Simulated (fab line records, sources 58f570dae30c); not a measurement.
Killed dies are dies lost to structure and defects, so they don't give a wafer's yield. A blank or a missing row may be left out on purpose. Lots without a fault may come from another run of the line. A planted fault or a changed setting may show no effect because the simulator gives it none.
Chamber matching | flow berkeley_cmos170 | UCB170_V2_CMP_02 on cmp-01: 4 sister chambers
The step polishes SiO2. 4 wafers are shown with their chamber, then 8 later ones without.

WAFERS WITH THEIR CHAMBER
wafer  | chamber | motor_current_A (A)
L809.4 | 2       | 20.2
L813.5 | 0       | 16.2
L813.6 | 3       | 17.1
L821.1 | 1       | 18.4

WAFERS WITHOUT THEIR CHAMBER
wafer  | motor_current_A (A)
L821.4 | 16.7
L821.6 | 16.5
L824.1 | 19.2
L824.3 | 17.0
L824.6 | 19.2
L828.1 | 15.7
L828.2 | 16.4
L828.4 | 18.7

WHICH CHAMBER EACH WENT THROUGH
wafer  | from the rows above     | in truth
L821.4 | can't be placed: 3 or 0 | 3
L821.6 | can't be placed: 0 or 3 | 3
L824.1 | can't be placed: 1 or 2 | 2
L824.3 | can't be placed: 3 or 0 | 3
L824.6 | can't be placed: 1 or 2 | 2
L828.1 | can't be placed: 0 or 3 | 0
L828.2 | can't be placed: 0 or 3 | 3
L828.4 | 1                       | 1
Placed correctly: 1 of 8. Can't be placed from these rows: 7 (the true chamber is among the candidates in 7). Placed wrongly: 0.
How it was worked out, from the rows above alone: a wafer's distance from a chamber is the root of the sum, over the readings, of the square of ((its reading less the chamber's mean) divided by the reading's scatter). The wafer belongs to the nearest chamber; if the next one is less than 2 further off, it can't be placed. A chamber's mean is the mean of its shown wafers. The scatter: with one shown wafer a chamber, the root of the mean of the squares of how far each hidden wafer lies from its nearest shown one.
